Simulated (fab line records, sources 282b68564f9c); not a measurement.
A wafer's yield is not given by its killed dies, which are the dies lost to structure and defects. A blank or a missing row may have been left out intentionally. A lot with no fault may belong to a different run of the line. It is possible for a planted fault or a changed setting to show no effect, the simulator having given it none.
fab line records	flow rit-cmos
[record] lots = 14	wafers = 42	last-day = 7
route steps=202 shown NWELL@36 NRETRO@63 PRETRO@73 NSD@137 M1@202
lots untouched by any fault: they come from a run of this same line in which no faults occurred
start-h: start of the lot's first displayed wafer, in hours after the record's first day	wait-h: hours since the lot's step before	" repeats the value in the row above	L1.1+2: several wafers, shown together as one row	- either no value or no given start	* or withheld: withheld	< > ~ a bound
route shown NAME@n: NAME is a module with steps in the file, n the number in the route of the first one	usual: mean/standard deviation of fault-free wafers	same: alike in all rows	chamber/n: place in a boat	sites: each site's reading	_std_site: the values' standard deviation	_edge_site: the outer-site mean with the inner-site mean subtracted	radius-mm: how far each site lies from the wafer's centre	mask NAME#n: copy n	behind: the tool/chamber that last shaped the wafer	hold: the reason the lot was held/the length of the hold in hours/how it ended	device: which transistor (n, p or np) failed to switch	end of line: tests run on the same wafers once the route is complete	a step without rows: its recipe alone	killed: dies lost to structure and defects at the first sort, not the wafer's yield	map: the dies of a wafer, with x for killed, . for not killed, _ for no die there
set.NAME: the setting the step ran with; set.NAME@STEP: the setting that earlier step ran with	model.NAME: the simulator's own value behind a step, which no gauge read
a sample of lots followed through the steps of the route, with each step as a table and each wafer as a row
services: a tool's chamber out of use, with start hour (start-h, from the record's first day; less than 0 if before it), hours out, and reason
[[steps]]
[step RIT_NWELL_IMPLANT_08]
[recipe] species = P	energy-kev = 170	dose-cm2 = 5e+13	tilt-deg = 7
[usual] dose-ions-cm2 = 4.999e+13/5.6e+10	faraday-current-uA = 158/3.1	tilt-deg = 7.004/0.019
lot.wafer	tool	chamber	start-h	wait-h	dose-ions-cm2	faraday-current-uA	tilt-deg
L693.1	implanter-04	0	22.39	0.2	5.004e+13	161	6.986
L693.3	"	0	"	"	4.998e+13	157	7.031
L693.6	"	0	"	"	4.995e+13	159	6.987
L694.1	implanter-03	0	26.54	0.2	5.002e+13	157	6.988
L694.3	"	0	"	"	4.996e+13	159	7.011
L694.6	"	0	"	"	5.003e+13	159	7.007
L695.1	implanter-02	0	32.32	0.2	4.997e+13	155	6.993
L695.5	"	0	"	"	4.997e+13	161	6.989
L695.6	"	0	"	"	5.008e+13	158	6.988
L696.1	implanter-02	0	37.86	0.2	4.995e+13	158	6.976
L696.3	"	0	"	"	4.994e+13	151	7.057
L696.4	"	0	"	"	4.987e+13	158	7.030
L697.1	implanter-03	0	42.04	0.2	5.008e+13	155	7.013
L697.4	"	0	"	"	5.006e+13	160	7.026
L697.5	"	0	"	"	5.002e+13	153	6.990
L698.1	implanter-02	0	46.79	0.2	5.002e+13	162	7.005
L698.4	"	0	"	"	5.004e+13	159	7.000
L698.5	"	0	"	"	5.007e+13	167	7.039
L700.1	implanter-03	0	56.72	0.2	4.991e+13	157	7.004
L700.4	"	0	"	"	4.989e+13	163	7.038
L700.5	"	0	"	"	4.994e+13	150	6.987
L702.1	implanter-02	0	71.12	0.2	4.999e+13	158	7.000
L702.2	"	0	"	"	4.993e+13	164	6.948
L702.4	"	0	"	"	5.001e+13	157	6.973
L708.3	implanter-02	0	97.04	0.2	7.993e+13	257	7.010
L708.4	"	0	"	"	7.996e+13	257	6.972
L708.5	"	0	"	"	7.995e+13	260	7.026
L709.1	implanter-02	0	102.39	0.2	7.997e+13	252	7.008
L709.4	"	0	"	"	7.995e+13	254	7.018
L709.6	"	0	"	"	8e+13	262	7.016
L711.2	implanter-03	0	114.70	0.2	5.005e+13	158	7.006
L711.5	"	0	"	"	4.996e+13	157	7.009
L711.6	"	0	"	"	5e+13	158	7.004
L712.4	implanter-04	0	117.33	0.2	4.99e+13	165	7.021
L712.5	"	0	"	"	4.994e+13	162	7.010
L712.6	"	0	"	"	4.996e+13	157	7.023
L713.1	implanter-04	0	122.40	0.2	5.001e+13	165	7.008
L713.3	"	0	"	"	4.994e+13	161	7.014
L713.6	"	0	"	"	4.993e+13	160	7.024
L715.4	implanter-04	0	132.90	0.2	5.002e+13	158	7.031
L715.5	"	0	"	"	5.001e+13	157	7.032
L715.6	"	0	"	"	5.005e+13	159	6.998
[step RIT_NWELL_TW_MEAS_10]
[usual] NWELL_TW = 2149/24
lot.wafer	tool	chamber	start-h	wait-h	NWELL_TW
L693.1	film-metro-01	-	22.72	0.1	2134
L693.3	"	-	"	"	2130
L693.6	"	-	"	"	2122
L694.1	film-metro-03	-	26.87	0.1	2199
L694.3	"	-	"	"	2195
L694.6	"	-	"	"	2195
L695.1	film-metro-01	-	32.64	0.1	2134
L695.5	"	-	"	"	2128
L695.6	"	-	"	"	2126
L696.1	film-metro-04	-	38.18	0.1	2139
L696.3	"	-	"	"	2140
L696.4	"	-	"	"	2131
L697.1	film-metro-04	-	42.36	0.1	2124
L697.4	"	-	"	"	2130
L697.5	"	-	"	"	2130
L698.1	film-metro-01	-	47.11	0.1	2131
L698.4	"	-	"	"	2134
L698.5	"	-	"	"	2134
L700.1	film-metro-01	-	57.05	0.1	2121
L700.4	"	-	"	"	2122
L700.5	"	-	"	"	2122
L702.1	film-metro-01	-	71.45	0.1	2124
L702.2	"	-	"	"	2127
L702.4	"	-	"	"	2121
L708.3	film-metro-04	-	97.33	0.1	2492
L708.4	"	-	"	"	2492
L708.5	"	-	"	"	2504
L709.1	film-metro-01	-	102.72	0.1	2502
L709.4	"	-	"	"	2497
L709.6	"	-	"	"	2498
L711.2	film-metro-03	-	115.01	0.1	2188
L711.5	"	-	"	"	2181
L711.6	"	-	"	"	2187
L712.4	film-metro-03	-	117.61	0.1	2190
L712.5	"	-	"	"	2189
L712.6	"	-	"	"	2187
L713.1	film-metro-04	-	122.73	0.1	2140
L713.3	"	-	"	"	2128
L713.6	"	-	"	"	2137
L715.4	film-metro-04	-	133.18	0.1	2129
L715.5	"	-	"	"	2145
L715.6	"	-	"	"	2123
[step RIT_WELLDRIVE_RS_MEAS_01]
[recipe] thk-meas-gauge = four-point-probe
[usual] NWELL_RS = 274.9/0.78
lot.wafer	tool	chamber	start-h	wait-h	NWELL_RS[ohm/sq]
L693.1	film-metro-03	-	29.63	0.0	275.7
L693.3	"	-	"	"	275.4
L693.6	"	-	"	"	275.4
L694.1	film-metro-01	-	34.39	0.0	274.1
L694.3	"	-	"	"	273.9
L694.6	"	-	"	"	273.8
L695.1	film-metro-03	-	40.96	0.0	275.1
L695.5	"	-	"	"	275.0
L695.6	"	-	"	"	275.4
L696.1	film-metro-03	-	44.89	0.0	275.6
L696.3	"	-	"	"	275.7
L696.4	"	-	"	"	275.8
L697.1	film-metro-03	-	49.69	0.0	274.9
L697.4	"	-	"	"	275.0
L697.5	"	-	"	"	274.9
L698.1	film-metro-03	-	53.94	0.0	274.7
L698.4	"	-	"	"	275.7
L698.5	"	-	"	"	275.2
L700.1	film-metro-03	-	63.97	0.0	275.6
L700.4	"	-	"	"	275.4
L700.5	"	-	"	"	275.5
L702.1	film-metro-01	-	78.14	0.0	274.4
L702.2	"	-	"	"	274.1
L702.4	"	-	"	"	274.5
L708.3	film-metro-04	-	104.60	0.0	207.5
L708.4	"	-	"	"	207.4
L708.5	"	-	"	"	207.6
L709.1	film-metro-01	-	109.64	0.0	207.1
L709.4	"	-	"	"	207.0
L709.6	"	-	"	"	207.4
L711.2	film-metro-03	-	121.97	0.0	274.9
L711.5	"	-	"	"	275.0
L711.6	"	-	"	"	276.0
L712.4	film-metro-04	-	124.99	0.1	275.1
L712.5	"	-	"	"	275.2
L712.6	"	-	"	"	275.5
L713.1	film-metro-03	-	129.58	0.0	275.3
L713.3	"	-	"	"	275.2
L713.6	"	-	"	"	275.6
L715.4	film-metro-04	-	140.34	0.1	275.1
L715.5	"	-	"	"	274.5
L715.6	"	-	"	"	274.8
[step RIT_NRETRO_TW_MEAS_10]
[usual] NRETRO_TW = 1049/4.7
lot.wafer	tool	chamber	start-h	wait-h	NRETRO_TW
L693.1	film-metro-02	-	31.48	0.1	1046
L693.3	"	-	"	"	1045
L693.6	"	-	"	"	1040
L694.1	film-metro-01	-	36.27	0.1	1046
L694.3	"	-	"	"	1048
L694.6	"	-	"	"	1051
L695.1	film-metro-02	-	42.81	0.1	1048
L695.5	"	-	"	"	1044
L695.6	"	-	"	"	1042
L696.1	film-metro-02	-	46.62	0.1	1050
L696.3	"	-	"	"	1047
L696.4	"	-	"	"	1050
L697.1	film-metro-02	-	51.54	0.1	1047
L697.4	"	-	"	"	1045
L697.5	"	-	"	"	1044
L698.1	film-metro-02	-	55.67	0.1	1048
L698.4	"	-	"	"	1048
L698.5	"	-	"	"	1053
L700.1	film-metro-02	-	65.82	0.1	1048
L700.4	"	-	"	"	1041
L700.5	"	-	"	"	1050
L702.1	film-metro-04	-	79.88	0.1	1053
L702.2	"	-	"	"	1046
L702.4	"	-	"	"	1053
L708.3	film-metro-01	-	106.31	0.1	1057
L708.4	"	-	"	"	1053
L708.5	"	-	"	"	1051
L709.1	film-metro-01	-	111.50	0.1	1051
L709.4	"	-	"	"	1054
L709.6	"	-	"	"	1052
L711.2	film-metro-02	-	123.82	0.1	1052
L711.5	"	-	"	"	1047
L711.6	"	-	"	"	1051
L712.4	film-metro-04	-	126.82	0.1	1048
L712.5	"	-	"	"	1046
L712.6	"	-	"	"	1050
L713.1	film-metro-01	-	131.43	0.1	1063
L713.3	"	-	"	"	1053
L713.6	"	-	"	"	1053
L715.4	film-metro-01	-	142.16	0.1	1056
L715.5	"	-	"	"	1047
L715.6	"	-	"	"	1050
[step RIT_PRETRO_STRIP_09]
[recipe] chemistry = O2	time-s = 180	resist = NOVOLAK	platen-temp-c = withheld	power-w = 500	pressure-mtorr = 4000	o2-flow-sccm = 4000
[usual] drypump-motor-current-A = 5.7/0.47	rf-refl-power-W = 6.1/1.6
lot.wafer	tool	chamber	start-h	wait-h	drypump-motor-current-A	rf-hours-counter-h	rf-refl-power-W
L693.1	plasma-asher-04	0	33.21	0.1	5.3	38	5.5
L693.3	"	0	"	"	5.3	-	5.4
L693.6	"	1	"	"	6.0	-	4.1
L694.1	plasma-asher-01	1	37.77	0.1	5.1	43	6.4
L694.3	"	1	"	"	5.1	-	6.3
L694.6	"	1	"	"	5.1	-	6.2
L695.1	plasma-asher-01	1	44.19	0.1	5.1	43	6.5
L695.5	"	1	"	"	5.1	-	6.5
L695.6	"	0	"	"	6.1	-	5.9
L696.1	plasma-asher-01	0	48.12	0.1	6.1	44	5.9
L696.3	"	0	"	"	6.1	-	6.0
L696.4	"	1	"	"	5.1	-	6.1
L697.1	plasma-asher-04	1	52.92	0.1	6.1	40	4.2
L697.4	"	0	"	"	5.3	-	5.7
L697.5	"	0	"	"	5.3	-	5.6
L698.1	plasma-asher-02	1	57.18	0.1	5.3	44	9.4
L698.4	"	1	"	"	5.3	-	9.2
L698.5	"	0	"	"	6.2	-	5.3
L700.1	plasma-asher-01	1	67.20	0.1	5.1	46	6.4
L700.4	"	1	"	"	5.1	-	6.5
L700.5	"	0	"	"	6.1	-	5.9
L702.1	plasma-asher-02	0	81.25	0.1	6.2	47	5.3
L702.2	"	1	"	"	5.3	47	9.9
L702.4	"	0	"	"	6.2	-	5.2
L708.3	plasma-asher-02	0	107.79	0.1	6.2	-	5.2
L708.4	"	1	"	"	5.3	-	9.8
L708.5	"	1	"	"	5.2	-	9.5
L709.1	plasma-asher-04	1	112.87	0.1	6.0	47	4.1
L709.4	"	0	"	"	5.3	-	5.6
L709.6	"	0	"	"	5.3	-	5.4
L711.2	plasma-asher-04	0	125.19	0.1	5.3	48	5.5
L711.5	"	1	"	"	6.0	-	4.2
L711.6	"	0	"	"	5.3	-	5.6
L712.4	plasma-asher-04	0	128.35	0.1	5.3	-	5.4
L712.5	"	0	"	"	5.3	-	5.5
L712.6	"	1	"	"	6.0	-	4.1
L713.1	plasma-asher-01	0	132.94	0.1	6.1	53	6.0
L713.3	"	0	"	"	6.1	-	5.8
L713.6	"	0	"	"	6.1	-	5.8
L715.4	plasma-asher-01	0	143.69	0.1	6.2	-	6.1
L715.5	"	0	"	"	6.1	-	5.9
L715.6	"	1	"	"	5.1	-	6.2
[step RIT_NSD_OVL_MEAS_06]
[usual] NSD_OVL = -1.4/1.3
lot.wafer	tool	chamber	start-h	wait-h	NSD_OVL[nm]
L693.1	overlay-02	-	51.28	-	-0.1
L693.3	"	-	"	"	-2.3
L693.6	"	-	"	"	-0.8
L694.1	overlay-01	-	53.88	-	0.0
L694.3	"	-	"	"	-1.5
L694.6	"	-	"	"	-1.8
L695.1	overlay-01	-	63.36	-	-2.7
L695.5	"	-	"	"	-1.2
L695.6	"	-	"	"	-4.9
L696.1	overlay-02	-	66.24	-	-1.3
L696.3	"	-	"	"	-0.8
L696.4	"	-	"	"	0.9
L697.1	overlay-02	-	69.84	-	-0.2
L697.4	"	-	"	"	-0.8
L697.5	"	-	"	"	-0.3
L698.1	overlay-01	-	74.13	-	-1.2
L698.4	"	-	"	"	-0.8
L698.5	"	-	"	"	-2.0
L700.1	overlay-01	-	82.41	-	-3.1
L700.4	"	-	"	"	-4.1
L700.5	"	-	"	"	-3.1
L702.1	overlay-01	-	98.95	-	-1.8
L702.2	"	-	"	"	-1.6
L702.4	"	-	"	"	-1.1
L708.3	overlay-02	-	125.00	-	-0.7
L708.4	"	-	"	"	-1.4
L708.5	"	-	"	"	-2.3
L709.1	overlay-02	-	130.93	-	-0.1
L709.4	"	-	"	"	0.3
L709.6	"	-	"	"	1.1
L711.2	overlay-01	-	142.64	-	-1.6
L711.5	"	-	"	"	-2.7
L711.6	"	-	"	"	-2.7
L712.4	overlay-02	-	144.55	-	-4.1
L712.5	"	-	"	"	-0.9
L712.6	"	-	"	"	-0.2
L713.1	overlay-01	-	152.24	-	0.1
L713.3	"	-	"	"	-2.9
L713.6	"	-	"	"	-1.2
L715.4	overlay-01	-	163.80	-	0.1
L715.5	"	-	"	"	0.0
L715.6	"	-	"	"	-0.7
[step RIT_M1_PROBE_99]
[usual] killed-at-contacts = 0.1/0.32	killed-at-front-end = 7/3	killed-dies = 7/3.1	killed-on-rim = 1.9/1.5	killed-open = 3.3/1.8	killed-short = 3.6/2
[same] gross-dies = 264	killed_at_M0_to_M3 = 0	killed_at_M4_up = 0	killed-at-back-side = 0	killed-at-other = 0
lot.wafer	tool	chamber	start-h	wait-h	killed-at-contacts	killed-at-front-end	killed-dies	killed-on-rim	killed-open	killed-short
L693.1	prober-01	-	61.54	0.1	0	4	4	1	3	1
L693.3	prober-01	-	61.64	0.2	1	9	10	2	6	4
L693.6	prober-01	-	61.79	0.2	0	12	12	3	4	8
L694.1	prober-02	-	63.92	0.1	0	4	4	0	3	1
L694.3	prober-02	-	64.02	0.2	0	10	10	6	3	7
L694.6	prober-02	-	64.17	0.2	0	10	10	1	5	5
L695.1	prober-01	-	73.47	0.1	0	7	7	1	4	3
L695.5	prober-01	-	73.67	0.2	0	12	12	2	6	6
L695.6	prober-01	-	73.72	0.2	0	9	9	1	5	4
L696.1	prober-02	-	76.03	0.1	0	8	8	1	5	3
L696.3	prober-02	-	76.13	0.2	0	11	11	7	5	6
L696.4	prober-02	-	76.18	0.2	0	10	10	1	6	4
L697.1	prober-01	-	79.79	0.1	0	10	10	2	3	7
L697.4	prober-01	-	79.94	0.2	0	13	13	3	6	7
L697.5	prober-01	-	79.99	0.2	0	8	8	2	6	2
L698.1	prober-02	-	84.45	0.1	0	5	5	0	2	3
L698.4	prober-02	-	84.60	0.2	1	0	1	0	0	1
L698.5	prober-02	-	84.65	0.2	0	7	7	2	5	2
L700.1	prober-02	-	92.56	0.1	0	9	9	2	3	6
L700.4	prober-02	-	92.71	0.2	0	8	8	2	5	3
L700.5	prober-02	-	92.76	0.2	0	7	7	1	4	3
L702.1	prober-02	-	109.38	0.1	1	9	10	1	4	6
L702.2	prober-02	-	109.43	0.1	0	11	11	2	7	4
L702.4	prober-02	-	109.53	0.2	0	8	8	2	5	3
L708.3	prober-02	-	135.41	0.2	0	11	11	3	8	3
L708.4	prober-02	-	135.46	0.2	0	6	6	2	4	2
L708.5	prober-02	-	135.51	0.2	0	3	3	1	2	1
L709.1	prober-01	-	140.73	0.1	0	6	6	2	2	4
L709.4	prober-01	-	140.88	0.2	0	4	4	1	2	2
L709.6	prober-01	-	140.98	0.2	0	6	6	2	5	1
L711.2	prober-01	-	152.62	0.1	0	8	8	5	2	6
L711.5	prober-01	-	152.77	0.2	0	3	3	2	2	1
L711.6	prober-01	-	152.82	0.2	0	7	7	2	3	4
L712.4	prober-02	-	154.74	0.2	0	5	5	2	2	3
L712.5	prober-02	-	154.79	0.2	0	4	4	2	1	3
L712.6	prober-02	-	154.84	0.2	0	7	7	3	3	4
L713.1	prober-01	-	162.37	0.1	0	6	6	2	4	2
L713.3	prober-01	-	162.47	0.2	0	4	4	1	3	1
L713.6	prober-01	-	162.62	0.2	0	2	2	0	1	1
L715.4	prober-01	-	174.29	0.2	0	7	7	3	2	4
L715.5	prober-01	-	174.34	0.2	0	9	9	1	5	4
L715.6	prober-01	-	174.39	0.2	0	6	6	3	4	2
// killed by level:class
L693.1 SPACER:geometric-particle:open=2 GATE:geometric-particle:open=1 SPACER:geometric-particle:short=1
L693.3 FOX1:geometric-particle:open=2 SILICIDE:geometric-particle:open=2 GATE:geometric-particle:short=2 FOX1:geometric-particle:short=1 REOX:geometric-particle:short=1 SPACER:geometric-particle:open=1 CONTACT:geometric-particle:open=1
L693.6 GATE:geometric-particle:short=5 FOX1:geometric-particle:short=2 FOX2:geometric-particle:short=1 FOX2:geometric-particle:open=1 GATE:geometric-particle:open=1 REOX:geometric-particle:open=1 SPACER:geometric-particle:open=1
L694.1 SPACER:geometric-particle:open=2 FOX1:geometric-particle:open=1 SPACER:geometric-particle:short=1
L694.3 GATE:geometric-particle:short=3 SPACER:geometric-particle:short=2 FOX1:geometric-particle:open=1 FOX1:geometric-particle:short=1 GATE:geometric-particle:open=1 REOX:geometric-particle:short=1 SILICIDE:geometric-particle:open=1
L694.6 GATE:geometric-particle:short=3 FOX1:geometric-particle:open=2 GATE:geometric-particle:open=1 REOX:geometric-particle:short=1 SPACER:geometric-particle:open=1 SILICIDE:geometric-particle:open=1 SILICIDE:geometric-particle:short=1
L695.1 FOX1:geometric-particle:open=1 FOX2:geometric-particle:open=1 GATE:geometric-particle:short=1 REOX:geometric-particle:short=1 REOX:geometric-particle:open=1 SPACER:geometric-particle:open=1 SILICIDE:geometric-particle:short=1
L695.5 SPACER:geometric-particle:open=3 GATE:geometric-particle:open=2 SPACER:geometric-particle:short=2 FOX1:geometric-particle:short=1 GATE:geometric-particle:short=1 REOX:geometric-particle:short=1 SILICIDE:geometric-particle:open=1 SILICIDE:geometric-particle:short=1
L695.6 GATE:geometric-particle:open=4 REOX:geometric-particle:short=3 SPACER:geometric-particle:open=1 SPACER:geometric-particle:short=1
L696.1 FOX1:geometric-particle:open=3 SILICIDE:geometric-particle:open=2 GATE:geometric-particle:short=1 SPACER:geometric-particle:short=1 SILICIDE:geometric-particle:short=1
L696.3 GATE:geometric-particle:short=3 FOX1:geometric-particle:open=2 FOX1:geometric-particle:short=1 GATE:geometric-particle:open=1 REOX:geometric-particle:short=1 SPACER:geometric-particle:open=1 SILICIDE:geometric-particle:short=1 SILICIDE:geometric-particle:open=1
L696.4 GATE:geometric-particle:open=4 FOX1:geometric-particle:short=2 REOX:geometric-particle:short=2 FOX1:geometric-particle:open=1 REOX:geometric-particle:open=1
L697.1 GATE:geometric-particle:open=2 GATE:geometric-particle:short=2 REOX:geometric-particle:short=2 FOX2:geometric-particle:short=1 REOX:geometric-particle:open=1 SPACER:geometric-particle:short=1 SILICIDE:geometric-particle:short=1
L697.4 GATE:geometric-particle:open=4 FOX2:geometric-particle:short=3 GATE:geometric-particle:short=3 FOX1:geometric-particle:open=1 FOX2:geometric-particle:open=1 SPACER:geometric-particle:short=1
L697.5 FOX1:geometric-particle:open=3 REOX:geometric-particle:open=2 FOX2:geometric-particle:open=1 FOX2:geometric-particle:short=1 SPACER:geometric-particle:short=1
L698.1 FOX1:geometric-particle:short=1 REOX:geometric-particle:open=1 REOX:geometric-particle:short=1 SPACER:geometric-particle:open=1 SPACER:geometric-particle:short=1
L698.4 CONTACT:geometric-particle:short=1
L698.5 GATE:geometric-particle:open=3 FOX1:geometric-particle:open=1 FOX1:geometric-particle:short=1 GATE:geometric-particle:short=1 REOX:geometric-particle:open=1
L700.1 GATE:geometric-particle:open=2 REOX:geometric-particle:short=2 SPACER:geometric-particle:short=2 FOX1:geometric-particle:short=1 GATE:geometric-particle:short=1 REOX:geometric-particle:open=1
L700.4 SPACER:geometric-particle:open=2 FOX2:geometric-particle:short=1 FOX2:geometric-particle:open=1 GATE:geometric-particle:open=1 GATE:geometric-particle:short=1 REOX:geometric-particle:open=1 SILICIDE:geometric-particle:short=1
L700.5 GATE:geometric-particle:short=2 FOX1:geometric-particle:open=1 FOX1:geometric-particle:short=1 FOX2:geometric-particle:open=1 GATE:geometric-particle:open=1 REOX:geometric-particle:open=1
L702.1 SPACER:geometric-particle:short=3 FOX2:geometric-particle:open=2 FOX2:geometric-particle:short=1 GATE:geometric-particle:open=1 GATE:geometric-particle:short=1 REOX:geometric-particle:open=1 CONTACT:geometric-particle:short=1
L702.2 SPACER:geometric-particle:open=4 GATE:geometric-particle:short=2 FOX2:geometric-particle:open=1 FOX2:geometric-particle:short=1 GATE:geometric-particle:open=1 SPACER:geometric-particle:short=1 SILICIDE:geometric-particle:open=1
L702.4 SPACER:geometric-particle:open=3 GATE:geometric-particle:open=2 GATE:geometric-particle:short=2 SPACER:geometric-particle:short=1
L708.3 SILICIDE:geometric-particle:open=5 SILICIDE:geometric-particle:short=2 FOX1:geometric-particle:open=1 FOX2:geometric-particle:open=1 GATE:geometric-particle:open=1 SPACER:geometric-particle:short=1
L708.4 REOX:geometric-particle:open=2 FOX1:geometric-particle:open=1 FOX1:geometric-particle:short=1 GATE:geometric-particle:short=1 SPACER:geometric-particle:open=1
L708.5 FOX1:geometric-particle:open=1 GATE:geometric-particle:short=1 SPACER:geometric-particle:open=1
L709.1 FOX1:geometric-particle:open=1 GATE:geometric-particle:short=1 SPACER:geometric-particle:open=1 REOX:geometric-particle:short=1 SPACER:geometric-particle:short=1 SILICIDE:geometric-particle:short=1
L709.4 FOX1:geometric-particle:open=1 FOX2:geometric-particle:short=1 GATE:geometric-particle:open=1 GATE:geometric-particle:short=1
L709.6 SPACER:geometric-particle:open=3 GATE:geometric-particle:open=1 REOX:geometric-particle:short=1 SILICIDE:geometric-particle:open=1
L711.2 FOX1:geometric-particle:short=2 GATE:geometric-particle:open=2 SPACER:geometric-particle:short=2 FOX2:geometric-particle:short=1 GATE:geometric-particle:short=1
L711.5 SPACER:geometric-particle:open=2 SPACER:geometric-particle:short=1
L711.6 FOX1:geometric-particle:short=2 FOX1:geometric-particle:open=1 FOX2:geometric-particle:open=1 GATE:geometric-particle:open=1 REOX:geometric-particle:short=1 SPACER:geometric-particle:short=1
L712.4 GATE:geometric-particle:short=3 FOX1:geometric-particle:open=1 REOX:geometric-particle:open=1
L712.5 FOX1:geometric-particle:short=1 GATE:geometric-particle:short=1 GATE:geometric-particle:open=1 SILICIDE:geometric-particle:short=1
L712.6 GATE:geometric-particle:short=2 FOX1:geometric-particle:short=1 FOX1:geometric-particle:open=1 GATE:geometric-particle:open=1 REOX:geometric-particle:open=1 SPACER:geometric-particle:short=1
L713.1 GATE:geometric-particle:open=3 FOX1:geometric-particle:open=1 FOX1:geometric-particle:short=1 REOX:geometric-particle:short=1
L713.3 GATE:geometric-particle:open=2 REOX:geometric-particle:open=1 REOX:geometric-particle:short=1
L713.6 GATE:geometric-particle:open=1 SPACER:geometric-particle:short=1
L715.4 SPACER:geometric-particle:short=3 ACTIVE:geometric-particle:open=1 FOX1:geometric-particle:short=1 GATE:geometric-particle:open=1 PRETRO:coat-microbubble-printed=1
L715.5 REOX:geometric-particle:open=3 FOX1:geometric-particle:short=1 FOX1:geometric-particle:open=1 FOX2:geometric-particle:short=1 GATE:geometric-particle:short=1 GATE:geometric-particle:open=1 REOX:geometric-particle:short=1
L715.6 SPACER:geometric-particle:open=2 FOX1:geometric-particle:open=1 FOX1:geometric-particle:short=1 GATE:geometric-particle:short=1 SILICIDE:geometric-particle:open=1
[[services]]
tool	chamber	start-h	hours	kind
implanter-02	-	2.14	5.5	pm
implanter-03	-	35.90	3.8	pm
implanter-04	-	36.35	3.1	pm
implanter-02	-	65.66	1.6	repair
plasma-asher-04	-	66.74	3.4	repair
implanter-04	-	107.55	4.1	repair
plasma-asher-02	-	108.75	9.0	pm
plasma-asher-02	0	108.75	9.0	vent-cycle
plasma-asher-02	1	108.75	9.0	vent-cycle
plasma-asher-02	0	117.75	-	clean
plasma-asher-02	1	117.75	-	clean
implanter-03	-	118.57	0.6	repair
implanter-02	-	125.77	1.2	repair
[[key]]
[first-sign] step = RIT_NWELL_IMPLANT_08	reading = dose-ions-cm2	direction = up	sigmas = 99+	usual = 4.999e+13	struck = 7.996e+13
[effect] step = RIT_NWELL_IMPLANT_08	reading = faraday-current-uA	direction = up	sigmas = 31	usual = 158	struck = 257
[effect] step = RIT_NWELL_TW_MEAS_10	reading = NWELL_TW	direction = up	sigmas = 14	usual = 2149	struck = 2497
[effect] step = RIT_WELLDRIVE_RS_MEAS_01	reading = NWELL_RS	direction = down	sigmas = 87	usual = 274.9	struck = 207.3
met-at RIT_NWELL_IMPLANT_08
struck-lots L708,L709
tester-left-out L708,L709
not-acting-at RIT_NRETRO_TW_MEAS_10,RIT_PRETRO_STRIP_09,RIT_NSD_OVL_MEAS_06
onset-between 71.12 97.04
[fault] kind = process-parameter-drift	tool = implanter-02	chamber = -	onset-h = 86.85	steps = RIT_NWELL_IMPLANT_08	channel = dose-cm2	offset = 3e+13	shape = step	end-h = 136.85	acts-in = these-recipes-only	stated = 5e+13
// tester-left-out: of these lots the tester's yield and bins aren't shown, on N5 and GAA mostly nor the transistor test; their killed dies are dies lost to structure and defects alone, not to doping, threshold or leakage, so they don't give the yield
